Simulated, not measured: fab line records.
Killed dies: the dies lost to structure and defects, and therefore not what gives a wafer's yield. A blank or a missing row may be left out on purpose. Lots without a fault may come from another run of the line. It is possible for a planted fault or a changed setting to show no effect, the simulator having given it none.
fab line records ; flow berkeley-cmos170
[record] lots = 14; wafers = 42; last-day = 13
route steps=331 shown PVT@122
lots untouched by any fault: they come from a run of this same line in which no faults occurred
start-h: start of the lot's first displayed wafer, in hours after the record's first day ; wait-h: how many hours have passed since the lot's step before this one ; " repeats the value in the row above ; L1.1+2: several wafers, shown together as one row ; - value missing, or start not given ; * or withheld: withheld ; < > ~ a bound
route shown NAME@n: NAME is a module with steps in the file, n the number in the route of the first one ; usual: mean/standard deviation taken from wafers without a fault ; same: alike in all rows ; chamber/n: place in a boat ; sites: each site's reading ; _std_site: standard deviation of those values ; _edge_site: the outer-site mean with the inner-site mean subtracted ; radius-mm: for every site, how far away it sits from the centre of the wafer ; mask NAME#n: copy n ; behind: the most recent tool/chamber to have shaped the wafer ; hold: the reason the lot was held/the length of the hold in hours/how it ended ; device: the n, p or np transistor that did not switch ; end of line: tests of these same wafers at the route's end ; for a step that has no rows: nothing shown but its recipe ; killed: at the first sort, the dies lost to defects and structure; wafer yield is something else ; map: dies across one wafer; x = killed, . = not, _ = none there
set.NAME: the setting that was run; set.NAME@STEP: the one run at that earlier step ; model.NAME: the simulator's own value behind a step, which no gauge read
the route's steps for a sample of lots (tables are steps, rows are wafers)
services: when a tool's chamber went out of use (start-h, in hours from the record's first day, below 0 if earlier), for how many hours, and the reason
[[steps]]
[step UCB170_PVT_IMPLANT_07]
[recipe] species = P; dose-cm2 = 2e+12; energy-kev = 30; tilt-deg = 7
[usual] beam-on-s = 9.99/0.2; dose-ions-cm2 = 2e+12/2e+09; end-station-pressure-torr = 4.99e-06/2.7e-07; faraday-current-uA = 6.35/0.13
lot.wafer;tool;chamber;start-h;wait-h;beam-on-s;dose-ions-cm2;end-station-pressure-torr;faraday-current-uA
L887.3;implanter-04;0;121.43;0.1;10.00;1.9992e+12;5.07e-06;6.36
L887.4;implanter-04;0;121.43;0.1;9.81;2.0003e+12;4.88e-06;6.46
L887.5;implanter-04;0;121.43;0.1;9.84;2.002e+12;4.72e-06;6.44
L889.1;implanter-04;0;127.24;0.0;9.68;2.0012e+12;5.35e-06;6.56
L889.5;implanter-04;0;127.24;0.0;10.19;2.0003e+12;5.14e-06;6.20
L889.6;implanter-04;0;127.24;0.0;9.81;2.0025e+12;5.3e-06;6.49
L888.3;implanter-03;0;127.52;0.1;10.12;2.0014e+12;5.06e-06;6.26
L888.5;implanter-03;0;127.52;0.1;10.28;2.0013e+12;4.82e-06;6.23
L888.6;implanter-03;0;127.52;0.1;9.68;2.0012e+12;5.17e-06;6.54
L890.4;implanter-01;0;150.02;0.1;10.19;2.0019e+12;5.07e-06;6.23
L890.5;implanter-01;0;150.02;0.1;9.79;2.0003e+12;4.71e-06;6.48
L890.6;implanter-01;0;150.02;0.1;9.87;1.9973e+12;4.85e-06;6.41
L891.1;implanter-04;0;150.22;0.0;10.11;2.0011e+12;4.82e-06;6.29
L891.2;implanter-04;0;150.22;0.0;9.71;1.9975e+12;5.03e-06;6.52
L891.6;implanter-04;0;150.22;0.0;9.84;1.9981e+12;5.23e-06;6.46
L897.3;implanter-04;0;173.92;0.1;10.06;2.0002e+13;5.17e-06;62.97
L897.5;implanter-04;0;173.92;0.1;9.82;2e+13;4.7e-06;64.64
L897.6;implanter-04;0;173.92;0.1;9.89;1.9999e+13;5.03e-06;64.09
L900.2;implanter-04;0;189.17;0.0;10.03;2e+13;5.1e-06;63.37
L900.3;implanter-04;0;189.17;0.0;10.34;2.0003e+13;4.97e-06;61.24
L900.6;implanter-04;0;189.17;0.0;10.25;1.9997e+13;4.93e-06;61.93
L904.1;implanter-03;0;215.33;0.0;9.88;1.9999e+12;4.7e-06;6.44
L904.3;implanter-03;0;215.33;0.0;10.09;2.0006e+12;5.2e-06;6.33
L904.6;implanter-03;0;215.33;0.0;10.08;2.0033e+12;5.09e-06;6.29
L906.1;implanter-03;0;225.19;0.0;10.29;1.9993e+12;5.17e-06;6.16
L906.2;implanter-03;0;225.19;0.0;9.81;1.9979e+12;4.88e-06;6.49
L906.6;implanter-03;0;225.19;0.0;9.95;2.0012e+12;5.59e-06;6.34
L905.2;implanter-03;0;225.39;0.0;9.69;1.9977e+12;4.97e-06;6.56
L905.3;implanter-03;0;225.39;0.0;10.29;1.999e+12;4.66e-06;6.18
L905.5;implanter-03;0;225.39;0.0;10.09;2.0006e+12;5.42e-06;6.30
L907.3;implanter-03;0;230.98;0.1;10.10;1.9987e+12;4.96e-06;6.28
L907.4;implanter-03;0;230.98;0.1;10.11;2.0004e+12;5.19e-06;6.29
L907.5;implanter-03;0;230.98;0.1;10.27;2.0011e+12;4.64e-06;6.17
L910.2;implanter-03;0;247.91;0.0;10.28;2e+12;5.01e-06;6.17
L910.4;implanter-03;0;247.91;0.0;9.86;1.9983e+12;5.23e-06;6.45
L910.6;implanter-03;0;247.91;0.0;10.08;1.9993e+12;4.76e-06;6.29
L909.2;implanter-04;0;248.19;0.0;10.19;1.9978e+12;4.95e-06;6.21
L909.4;implanter-04;0;248.19;0.0;9.92;1.998e+12;5.24e-06;6.41
L909.6;implanter-04;0;248.19;0.0;9.71;1.9976e+12;4.57e-06;6.51
L908.2;implanter-03;0;248.46;0.0;9.97;1.9983e+12;5.04e-06;6.35
L908.3;implanter-03;0;248.46;0.0;9.80;1.9992e+12;4.59e-06;6.43
L908.6;implanter-03;0;248.46;0.0;9.93;2e+12;4.75e-06;6.39
[step UCB170_PVT_TW_MEAS_09]
[usual] PVT_TW = 510/3.4
lot.wafer;tool;chamber;start-h;wait-h;hold;PVT_TW
L887.3;film-metro-02;-;121.65;0.1;-;513
L887.4;film-metro-02;-;121.65;0.1;-;514
L887.5;film-metro-02;-;121.65;0.1;-;514
L889.1;film-metro-04;-;127.49;0.1;-;509
L889.5;film-metro-04;-;127.49;0.1;-;506
L889.6;film-metro-04;-;127.49;0.1;-;507
L888.3;film-metro-02;-;127.74;0.1;-;514
L888.5;film-metro-02;-;127.74;0.1;-;515
L888.6;film-metro-02;-;127.74;0.1;-;517
L890.4;film-metro-04;-;150.23;0.1;-;507
L890.5;film-metro-04;-;150.23;0.1;-;505
L890.6;film-metro-04;-;150.23;0.1;-;506
L891.1;film-metro-02;-;150.47;0.1;-;508
L891.2;film-metro-02;-;150.47;0.1;-;508
L891.6;film-metro-02;-;150.47;0.1;-;510
L897.3;film-metro-03;-;174.21;0.1;await-dispo/0.2h/release;1045
L897.5;film-metro-03;-;174.21;0.1;await-dispo/0.2h/release;1052
L897.6;film-metro-03;-;174.21;0.1;await-dispo/0.2h/release;1050
L897.3;film-metro-03;-;174.44;0.2;-;1045
L897.5;film-metro-03;-;174.44;0.2;-;1048
L897.6;film-metro-03;-;174.44;0.2;-;1044
L900.2;film-metro-02;-;189.40;0.1;await-dispo/0.2h/release;1060
L900.3;film-metro-02;-;189.40;0.1;await-dispo/0.2h/release;1061
L900.6;film-metro-02;-;189.40;0.1;await-dispo/0.2h/release;1059
L900.2;film-metro-02;-;189.70;0.3;-;1060
L900.3;film-metro-02;-;189.70;0.3;-;1054
L900.6;film-metro-02;-;189.70;0.3;-;1058
L904.1;film-metro-04;-;215.58;0.1;-;505
L904.3;film-metro-04;-;215.58;0.1;-;504
L904.6;film-metro-04;-;215.58;0.1;-;503
L906.1;film-metro-03;-;225.44;0.1;-;509
L906.2;film-metro-03;-;225.44;0.1;-;507
L906.6;film-metro-03;-;225.44;0.1;-;506
L905.2;film-metro-03;-;225.63;0.1;-;508
L905.3;film-metro-03;-;225.63;0.1;-;510
L905.5;film-metro-03;-;225.63;0.1;-;508
L907.3;film-metro-04;-;231.20;0.1;-;509
L907.4;film-metro-04;-;231.20;0.1;-;510
L907.5;film-metro-04;-;231.20;0.1;-;510
L910.2;film-metro-02;-;248.15;0.1;-;512
L910.4;film-metro-02;-;248.15;0.1;-;512
L910.6;film-metro-02;-;248.15;0.1;-;510
L909.2;film-metro-03;-;248.42;0.1;-;507
L909.4;film-metro-03;-;248.42;0.1;-;509
L909.6;film-metro-03;-;248.42;0.1;-;508
L908.2;film-metro-02;-;248.70;0.1;-;514
L908.3;film-metro-02;-;248.70;0.1;-;513
L908.6;film-metro-02;-;248.70;0.1;-;512
[[services]]
tool;chamber;start-h;hours;kind
implanter-01;-;126.11;2.7;repair
implanter-04;-;153.79;4.0;repair
implanter-01;-;172.08;80.5;repair
implanter-04;-;195.30;4.4;pm
implanter-03;-;241.07;4.4;pm
[[key]]
[first-sign] step = UCB170_PVT_IMPLANT_07; reading = dose-ions-cm2; direction = up; sigmas = 99+; usual = 2e+12; struck = 2e+13
[effect] step = UCB170_PVT_IMPLANT_07; reading = faraday-current-uA; direction = up; sigmas = 99+; usual = 6.35; struck = 63.04
[effect] step = UCB170_PVT_TW_MEAS_09; reading = visit; direction = added
[effect] step = UCB170_PVT_TW_MEAS_09; reading = PVT_TW; direction = up; sigmas = 99+; usual = 510; struck = 1054
met-at UCB170_PVT_IMPLANT_07
struck-lots L897,L900
scrapped-behind UCB170_PVT_TW_MEAS_09 L897.3,L897.5,L897.6,L900.2,L900.3,L900.6
onset-between 150.22 173.92
[fault] kind = process-parameter-drift; tool = implanter-04; chamber = -; onset-h = 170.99; steps = UCB170_PVT_IMPLANT_07; channel = dose-cm2; offset = 1.8e+13; shape = step; end-h = 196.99; acts-in = these-recipes-only; stated = 2e+12
